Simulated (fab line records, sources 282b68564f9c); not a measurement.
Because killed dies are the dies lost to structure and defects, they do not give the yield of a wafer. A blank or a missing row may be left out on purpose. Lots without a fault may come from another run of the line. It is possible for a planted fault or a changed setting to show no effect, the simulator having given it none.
fab line records	flow rit-cmos	part 2 of 2: steps 33 to 45 of 45
record: lots: 5	wafers: 15	last-day: 5
route steps=202 shown PWELL@48 WELLDRIVE@50 NWELL@51 NRETRO@53 PRETRO@64 GATE@75 FOX2@80
lots with no fault: from the same line, run without faults
start-h: start of the lot's first displayed wafer, in hours after the record's first day	wait-h: hours since the lot's step before	" identical to the entry in the row above	L1.1+2: one row covering several wafers at once	- no value present, or no start provided	* or withheld: withheld	< > ~ a bound
route shown NAME@n: names a module that has steps shown in the file, with the first one's number in the route	usual: mean and standard deviation over wafers with no fault	same: alike in all rows	chamber/n: place in a boat	sites: the reading at each site	_std_site: standard deviation of those values	_edge_site: outer sites' mean less inner sites'	radius-mm: for every site, how far away it sits from the centre of the wafer	mask NAME#n: copy n	behind: the tool/chamber that last shaped the wafer	hold: what put the lot on hold/how long, in hours/how the hold closed	device: the n, p or np transistor that did not switch	end of line: tests run on the same wafers once the route is complete	a step with no rows: only its recipe	killed: the dies lost at the first sort to structure and to defects; this is not the yield of the wafer	map: a wafer's dies, x killed, . not, _ none there
set.NAME: the setting the step ran with; set.NAME@STEP: the setting that earlier step ran with	model.NAME: the simulator's own value behind a step, which no gauge read
a table for each step, a row for each wafer; lots at some steps of the route
services: when a tool's chamber went out of use (start-h, in hours from the record's first day, below 0 if earlier), for how many hours, and the reason
== steps ==
step: RIT_FOX2_THK_MEAS_91
recipe: reads: SiO2_of_FOX2_OXIDATION_00
usual: FIELD_OXIDE_LEFT_2_THK: 256/5.9
lot.wafer	tool	chamber	start-h	wait-h	FIELD_OXIDE_LEFT_2_THK[nm]
L074.2	film-metro-03	-	32.89	0.0	260
L074.4	"	-	"	"	260
L074.6	"	-	"	"	264
L080.1	film-metro-04	-	62.81	0.0	251
L080.5	"	-	"	"	248
L080.6	"	-	"	"	255
L082.2	film-metro-04	-	71.75	0.0	255
L082.3	"	-	"	"	250
L082.5	"	-	"	"	250
L084.1	film-metro-04	-	81.70	0.0	269
L084.5	"	-	"	"	273
L084.6	"	-	"	"	267
L087.1	film-metro-03	-	97.40	0.0	258
L087.5	"	-	"	"	260
L087.6	"	-	"	"	254
step: RIT_GATE_OXIDATION_05
recipe: temp-c: 900	ambient: O2	target-thk-a: 30	ox-time-s: 270
usual: zone-power-source-pct: 26.0/2.3
lot.wafer	tool	chamber	start-h	wait-h	zone-power-source-pct
L074.2	furnace-04	0	33.50	0.6	24.1
L074.4	"	0	"	"	23.7
L074.6	"	0	"	"	23.8
L080.1	furnace-02	0	63.45	0.6	28.7
L080.5	"	0	"	"	28.7
L080.6	"	0	"	"	28.7
L082.2	furnace-02	0	71.80	0.0	28.6
L082.3	"	0	"	"	28.8
L082.5	"	0	"	"	28.2
L084.1	furnace-04	0	81.83	0.1	23.8
L084.5	"	0	"	"	24.3
L084.6	"	0	"	"	24.2
L087.1	furnace-03	0	97.46	0.1	23.8
L087.5	"	0	"	"	23.9
L087.6	"	0	"	"	24.1
step: RIT_GATE_ANNEAL_06
recipe: temp-c: 900	time-s: 600	ambient: N2O
usual: zone-power-source-pct: 26.0/2.3
lot.wafer	tool	chamber	start-h	wait-h	zone-power-source-pct
L074.2	furnace-03	0	35.31	0.7	24.1
L074.4	"	0	"	"	24.6
L074.6	"	0	"	"	24.1
L080.1	furnace-04	0	64.53	0.0	23.7
L080.5	"	0	"	"	23.9
L080.6	"	0	"	"	24.0
L082.2	furnace-02	0	74.19	1.3	29.0
L082.3	"	0	"	"	28.7
L082.5	"	0	"	"	28.9
L084.1	furnace-02	0	83.63	0.7	28.9
L084.5	"	0	"	"	28.8
L084.6	"	0	"	"	29.0
L087.1	furnace-04	0	98.53	0.0	23.7
L087.5	"	0	"	"	23.9
L087.6	"	0	"	"	23.8
step: RIT_GATE_THK_MEAS_07
recipe: reads: SiO2_of_GATE_OXIDATION_05
usual: GATE_OXIDE_THK: 3.00/0.062
lot.wafer	tool	chamber	start-h	wait-h	GATE_OXIDE_THK[nm]
L074.2	film-metro-04	-	35.57	0.0	3.10
L074.4	"	-	"	"	3.04
L074.6	"	-	"	"	3.02
L080.1	film-metro-03	-	64.78	0.0	2.96
L080.5	"	-	"	"	2.93
L080.6	"	-	"	"	2.96
L082.2	film-metro-01	-	74.45	0.0	3.03
L082.3	"	-	"	"	3.12
L082.5	"	-	"	"	3.02
L084.1	film-metro-01	-	83.88	0.0	3.03
L084.5	"	-	"	"	3.02
L084.6	"	-	"	"	2.95
L087.1	film-metro-04	-	98.78	0.0	3.04
L087.5	"	-	"	"	3.00
L087.6	"	-	"	"	2.98
step: RIT_GATE_CVD_08
recipe: material: poly-Si	target-thk-nm: 250	temp-c: 610	precursor: SiH4	time-s: 2220	pressure-mtorr: 300	sih4-flow-sccm: 100
usual: zone-power-source-pct: 12.7/0.63
lot.wafer	tool	chamber	start-h	wait-h	zone-power-source-pct
L074.2	lpcvd-01	1	35.62	0.0	12.8
L074.4	"	1	"	"	13.0
L074.6	"	1	"	"	12.9
L080.1	lpcvd-01	1	64.84	0.1	12.8
L080.5	"	1	"	"	12.7
L080.6	"	1	"	"	13.0
L082.2	lpcvd-01	0	74.50	0.0	12.5
L082.3	"	0	"	"	12.6
L082.5	"	0	"	"	12.6
L084.1	lpcvd-01	1	83.94	0.1	12.9
L084.5	"	1	"	"	12.7
L084.6	"	1	"	"	13.0
L087.1	lpcvd-01	1	98.84	0.1	12.8
L087.5	"	1	"	"	13.0
L087.6	"	1	"	"	13.1
step: RIT_GATE_THK_MEAS_09
recipe: reads: poly-Si_of_GATE_CVD_08
usual: GATE_POLY_THK: 249.5/2.3
lot.wafer	tool	chamber	start-h	wait-h	GATE_POLY_THK[nm]
L074.2	film-metro-04	-	37.25	0.0	246.8
L074.4	"	-	"	"	246.7
L074.6	"	-	"	"	244.4
L080.1	film-metro-04	-	66.45	0.0	249.6
L080.5	"	-	"	"	247.9
L080.6	"	-	"	"	250.8
L082.2	film-metro-03	-	76.13	0.0	249.4
L082.3	"	-	"	"	250.0
L082.5	"	-	"	"	248.4
L084.1	film-metro-04	-	85.55	0.0	247.1
L084.5	"	-	"	"	249.5
L084.6	"	-	"	"	249.0
L087.1	film-metro-03	-	101.27	0.0	250.9
L087.5	"	-	"	"	253.2
L087.6	"	-	"	"	250.8
step: RIT_GATE_HMDS_10
recipe: prime-time-s: 60	prime-temp-c: 140
lot.wafer	tool	chamber	start-h	wait-h
L074.2+4+6	litho-track-02	0	37.32	0.1
L080.1+5+6	litho-track-01	0	66.51	0.1
L082.2+3+5	litho-track-02	0	76.20	0.1
L084.1+5+6	litho-track-04	0	85.61	0.1
L087.1+5+6	litho-track-04	0	101.33	0.1
step: RIT_GATE_COAT_11
recipe: resist: NOVOLAK	spin-rpm: 4250	resist-thk-nm: 850
lot.wafer	tool	chamber	start-h	wait-h
L074.2+4+6	litho-track-02	0	37.47	0.1
L080.1+5+6	litho-track-01	0	66.66	0.1
L082.2+3+5	litho-track-02	0	76.35	0.1
L084.1+5+6	litho-track-04	0	85.76	0.1
L087.1+5+6	litho-track-04	0	101.48	0.1
step: RIT_GATE_SOFTBAKE_12
recipe: resist: NOVOLAK	temp-c: 90	time-s: 60
usual: plate-temp-C: 90.00/0.11
lot.wafer	tool	chamber	start-h	wait-h	plate-temp-C
L074.2	litho-track-02	0	37.62	0.1	89.97
L074.4	"	0	"	"	90.16
L074.6	"	0	"	"	89.93
L080.1	litho-track-01	0	66.81	0.1	90.05
L080.5	"	0	"	"	89.95
L080.6	"	0	"	"	89.99
L082.2	litho-track-02	0	76.50	0.1	89.96
L082.3	"	0	"	"	89.99
L082.5	"	0	"	"	90.05
L084.1	litho-track-04	0	85.91	0.1	90.00
L084.5	"	0	"	"	89.98
L084.6	"	0	"	"	89.95
L087.1	litho-track-04	0	101.63	0.1	89.94
L087.5	"	0	"	"	89.90
L087.6	"	0	"	"	89.85
step: RIT_GATE_EXPOSE_13
recipe: mask-id: M6	na: 0.6	source-shape: conventional	sigma-outer: 0.6	target-cd-nm: 150	dose-mj: 380
lot.wafer	tool	chamber	start-h	wait-h	mask
L074.2+4+6	iline-stepper-02	0	37.77	0.1	M6#0
L080.1+5+6	iline-stepper-01	0	67.09	0.2	M6#0
L082.2+3+5	iline-stepper-01	0	76.65	0.1	M6#0
L084.1+5+6	iline-stepper-01	0	86.19	0.2	M6#0
L087.1+5+6	iline-stepper-01	0	101.78	0.1	M6#0
step: RIT_GATE_PEB_14
recipe: resist: NOVOLAK	temp-c: withheld	time-s: withheld
lot.wafer	tool	chamber	start-h	wait-h
L074.2+4+6	litho-track-01	0	37.89	0.1
L080.1+5+6	litho-track-01	0	67.20	0.1
L082.2+3+5	litho-track-02	0	76.77	0.1
L084.1+5+6	litho-track-02	0	86.42	0.2
L087.1+5+6	litho-track-01	0	101.89	0.1
step: RIT_GATE_DEVELOP_15
recipe: resist: NOVOLAK	develop-time-s: 50	dev-temp-c: 23
lot.wafer	tool	chamber	start-h	wait-h
L074.2+4+6	litho-track-01	0	-	-
L080.1+5+6	litho-track-01	0	-	-
L082.2+3+5	litho-track-02	0	-	-
L084.1+5+6	litho-track-02	0	-	-
L087.1+5+6	litho-track-01	0	-	-
step: RIT_GATE_CD_MEAS_16
recipe: target-cd-nm: 150
usual: cd-nm: 150.0/1.9
lot.wafer	tool	chamber	start-h	wait-h	cd-nm
L074.2	cd-sem-01	-	38.17	-	148.9
L074.4	"	-	"	"	151.1
L074.6	"	-	"	"	149.0
L080.1	cd-sem-02	-	67.49	-	151.5
L080.5	"	-	"	"	148.0
L080.6	"	-	"	"	149.0
L082.2	cd-sem-02	-	77.05	-	149.4
L082.3	"	-	"	"	150.3
L082.5	"	-	"	"	150.3
L084.1	cd-sem-02	-	86.71	-	151.1
L084.5	"	-	"	"	151.8
L084.6	"	-	"	"	150.0
L087.1	cd-sem-01	-	102.21	-	151.0
L087.5	"	-	"	"	151.1
L087.6	"	-	"	"	151.1
== services ==
tool	chamber	start-h	hours	kind
furnace-01	-	13.27	2.9	pm
plasma-asher-02	-	24.19	15.5	repair
wet-bench-03	-	34.69	1.0	repair
implanter-02	-	49.23	3.8	pm
iline-stepper-02	-	52.03	1.8	repair
furnace-04	-	59.94	3.0	pm
iline-stepper-02	-	96.84	5.0	repair
